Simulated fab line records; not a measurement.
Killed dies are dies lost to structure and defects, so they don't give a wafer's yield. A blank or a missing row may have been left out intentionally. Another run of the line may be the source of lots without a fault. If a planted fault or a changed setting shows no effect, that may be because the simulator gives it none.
Code-filled problem report in 8D (eight disciplines) form -- flow rit-cmos -- the parts of the form that need people (team, actions taken, sign-off) are left out

1. THE PROBLEM
Wafers with no fault read 0.845 a.u. with a standard deviation of 0.012, whereas oes-product-au at RIT_GATE_ETCH_19 reads a mean of 0.991 a.u. on 1 wafer of 1 lot. Measured from the usual mean, that is +12 standard deviations.
The step: etches poly-Si in SF6/CHF3/O2, stops on SiO2, time 165 s, target depth 312.5 nm.
The first sign was on wafer L248.6 at day 5 10:05, on rie-si-01. Wafers with a number at this step in the record: 39, from 13 lots. Rule for "out" (also "out of limits"): further than 4 standard deviations from the usual mean. The rest of the wafers with a number are treated as sound.

2. WHAT IT IS AND WHAT IT IS NOT
question,is,is not
which readings at this step,oes-product-au,"SF6_flow_sccm, drypump-motor-current-A, throttle-valve-pct"
which lots,L248,"L235, L236, L237, L238, L239, L240, L241, L242, L247, L253, L255, L257"
which wafers of those lots,L248.6,"L248.3, L248.5"
read on which tools,rie-si-01,rie-si-02
when,from day 5 10:05,"up to then (29 sound wafers); but 9 sound wafers of L253, L255, L257 came after"

3. THE SUSPECTS, EACH WITH WHAT RULES IT OUT
Counting: a tool at a process step up to the reading stays a suspect if it ran every lot that is out. Sound lots after the first of them don't rule it out here, since some wafers of a struck lot are sound.
- rie-si-01 at RIT_GATE_ETCH_19 (etches poly-Si in SF6/CHF3/O2, stops on SiO2, time 165 s, target depth 312.5 nm): kept. It ran the lot that is out, L248 (day 5 10:05); its last sound lot up to then is L242 (day 4 10:12). Out on those wafers are its own readings of oes-product-au.
- Within rie-si-01 at RIT_GATE_ETCH_19: the wafers that are out ran in chamber 0; their sound lot-mates ran in chambers 1, 3.
The count leaves rie-si-01 at RIT_GATE_ETCH_19.

4. THE CAUSE (what the simulator had put in)
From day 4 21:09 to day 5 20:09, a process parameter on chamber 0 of rie-si-01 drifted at RIT_GATE_ETCH_19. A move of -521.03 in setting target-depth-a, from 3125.
Only this tool survived the counting.

5. THE EFFECT CHAIN, in route order
Each row: a reading whose mean over the struck wafers that have a number lies more than 3 standard deviations from the usual. Only readings whose record carries a usual standard deviation are examined. hours: median over the lots of the time between each lot's start at the first step of this table that gives one and its start at this step. sigmas: the change, counted in usual standard deviations.
hours,step,reading,usual,on struck wafers,change,sigmas
0,RIT_GATE_ETCH_19,oes-product-au,0.845 a.u.,0.991,+0.146,+12
The process steps in it:
- RIT_GATE_ETCH_19: etches poly-Si in SF6/CHF3/O2, stops on SiO2, time 165 s, target depth 312.5 nm.

6. HOW IT WOULD HAVE BEEN CAUGHT EARLIER
First out-of-limits reading in this record: day 5 10:05, which is 13 hours after fault onset at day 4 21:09.
